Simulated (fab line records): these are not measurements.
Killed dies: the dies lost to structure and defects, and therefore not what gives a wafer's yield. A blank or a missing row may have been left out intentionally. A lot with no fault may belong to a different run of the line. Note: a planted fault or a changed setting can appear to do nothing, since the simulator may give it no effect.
Check for tools in common    flow berkeley cmos170    Sample size 14 lots and 48 wafers

REASON FOR OPENING
2 of 14 lots carry a flag on the reading PWELL_TW at UCB170_PWELL_TW_MEAS_17. Fault-free wafers read 377, with a standard deviation of 4.6.
Rule: flag the lot when none of its wafers has a number, or when each of its wafers that has one lies beyond 4 standard deviations from that mean. All remaining lots are regarded as sound.

lot   measured     on             PWELL_TW, wafer by wafer  flag
L971  day 3 07:38  film metro-04  381 381 380               
L970  day 3 07:55  film metro-01  370 370 373               
L973  day 3 12:01  film metro-01  375 373 373               
L975  day 3 23:43  film metro-01  370 373 373               
L977  day 4 14:50  film metro-01  375 375 375               
L978  day 4 15:06  film metro-04  385 385 383               
L983  day 5 13:46  film metro-03  340 341 340 338 340 340   FLAGGED
L984  day 5 18:20  film metro-04  340 338 338 339 339 340   FLAGGED
L985  day 5 21:49  film metro-01  371 373 372               
L988  day 6 09:19  film metro-04  380 382 381               
L987  day 6 15:49  film metro-01  371 370 370               
L990  day 6 23:57  film metro-01  371 372 373               
L989  day 7 00:08  film metro-01  375 374 374               
L993  day 7 20:47  film metro-01  376 376 378               
The numbers of the flagged lots are 339 on average: -38 against the usual, or -8 standard deviations.

LOT BY LOT: THE TOOL USED
The record holds 1 process step before the reading, out of a route of 331 steps. Read each cell as the tool, then ch plus the chambers that the sampled wafers visited, then the start.
lot   flag     UCB170_PWELL_IMPLANT_15
L971           implanter-04 ch 0, day 3 07:23
L970           implanter-01 ch 0, day 3 07:41
L973           implanter-04 ch 0, day 3 11:46
L975           implanter-03 ch 0, day 3 23:29
L977           implanter-01 ch 0, day 4 14:35
L978           implanter-03 ch 0, day 4 14:52
L983  FLAGGED  implanter-03 ch 0, day 5 13:31
L984  FLAGGED  implanter-03 ch 0, day 5 18:07
L985           implanter-01 ch 0, day 5 21:34
L988           implanter-01 ch 0, day 6 09:04
L987           implanter-04 ch 0, day 6 15:35
L990           implanter-04 ch 0, day 6 23:42
L989           implanter-04 ch 0, day 6 23:55
L993           implanter-01 ch 0, day 7 20:32
What the steps here do:
- UCB170_PWELL_IMPLANT_15
- UCB170_PWELL_TW_MEAS_17

FLAGGED OVER TOTAL, TOOL BY TOOL (the gauges that took the reading come last)
step                     tool           lots run  flagged  share of the flagged lots  sound lots run after its first flagged lot
UCB170_PWELL_IMPLANT_15  implanter-01   5         0        none                       -
UCB170_PWELL_IMPLANT_15  implanter-03   4         2        all                        0
UCB170_PWELL_IMPLANT_15  implanter-04   5         0        none                       -
UCB170_PWELL_TW_MEAS_17  film metro-01  9         0        none                       -
UCB170_PWELL_TW_MEAS_17  film metro-03  1         1        some                       0
UCB170_PWELL_TW_MEAS_17  film metro-04  4         1        some                       1 (L988)

WHAT THE TABLE PERMITS
In the table, 1 row covers all flagged lots: implanter-03 at UCB170_PWELL_IMPLANT_15.
- implanter-03 at UCB170_PWELL_IMPLANT_15: 2 of its 4 lots flagged. A fault beginning between L978 (day 4 14:52), its last sound lot, and L983 (day 5 13:31), its first flagged one, fits the data. Its own readings (dose ions cm2, faraday current uA) fall more than 4 standard deviations out on all wafers of the flagged lots.
Just one tool remains: implanter-03 at UCB170_PWELL_IMPLANT_15.

WHAT HAD BEEN PUT IN BY THE SIMULATOR
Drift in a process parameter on implanter-03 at UCB170_PWELL_IMPLANT_15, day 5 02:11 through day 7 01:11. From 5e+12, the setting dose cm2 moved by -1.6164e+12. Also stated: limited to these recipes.
Struck lots among those shown: L983, L984. This agrees with what the rule above found.
